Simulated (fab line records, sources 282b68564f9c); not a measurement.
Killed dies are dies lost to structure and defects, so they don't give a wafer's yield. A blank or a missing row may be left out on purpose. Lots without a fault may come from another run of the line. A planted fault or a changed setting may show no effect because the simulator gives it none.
Problem report in the 8D (eight disciplines) form, filled by code | flow rit_cmos | the parts of the form that need people (team, actions taken, sign-off) are left out

1. THE PROBLEM
heater_power_total_W at RIT_NSD_SOFTBAKE_02 reads a mean of 35.09 W on 6 wafers of 2 lots; wafers without a fault read 34.57 W with a standard deviation of 0.053. That is +9.9 standard deviations from the usual mean.
The step: time 60 s.
First seen on wafer L378.1, day 4 08:56, on litho_track-02. The record holds 42 wafers of 14 lots with a number at this step. Rule for "out", or "out of limits": more than 4 standard deviations from the usual mean. The other wafers with a number count as sound.

2. WHAT IT IS AND WHAT IT IS NOT
question                    | is                                 | is not
which readings at this step | heater_power_total_W, plate_temp_C | -
which lots                  | L378, L381                         | L372, L373, L374, L375, L384, L385, L386, L388, L391, L393, L394, L395
which wafers of those lots  | all that have a number             | -
read on which tools         | litho_track-02                     | litho_track-01, litho_track-04
when                        | from day 4 08:56                   | up to then (12 sound wafers); but 24 sound wafers of L384, L385, L386, L388, L391, L393, L394, L395 came after

3. SUSPECTS, AND WHAT RULES EACH OUT
Counting: a tool at a process step up to the reading stays a suspect if it ran every lot that is out and no sound lot after the first of them.
- litho_track-02 at RIT_NSD_SOFTBAKE_02 (time 60 s): kept. It ran every lot that is out, first L378 (day 4 08:56), and no sound lot after that; its last sound lot up to then is L375 (day 3 14:20). Its own readings are out on those wafers: heater_power_total_W, plate_temp_C.
Left after counting: litho_track-02 at RIT_NSD_SOFTBAKE_02.

4. THE CAUSE (what the simulator had put in)
Process parameter drift: litho_track-02, from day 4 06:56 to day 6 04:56, at RIT_NSD_SOFTBAKE_02. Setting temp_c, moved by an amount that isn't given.
Counting left only this tool.

5. THE CHAIN OF EFFECTS, in route order
Each row: a reading whose mean over the struck wafers that have a number lies more than 3 standard deviations from the usual. Only readings for which the record gives a usual standard deviation are gone through. hours: the time from each lot's start at the first step in this table that gives one to its start at this step, as a median over the lots. sigmas: the change in usual standard deviations.
hours | step                | reading              | usual   | on struck wafers | change | sigmas
0     | RIT_NSD_SOFTBAKE_02 | heater_power_total_W | 34.57 W | 35.09            | +0.52  | +9.9
0     | RIT_NSD_SOFTBAKE_02 | plate_temp_C         | 90.01 C | 91.00            | +0.99  | +9.0
The process steps in it:
- RIT_NSD_SOFTBAKE_02: time 60 s.

6. WHAT WOULD HAVE CAUGHT IT SOONER
In this record the first reading out of limits was taken at day 4 08:56, 2 hours after the fault began at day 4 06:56.
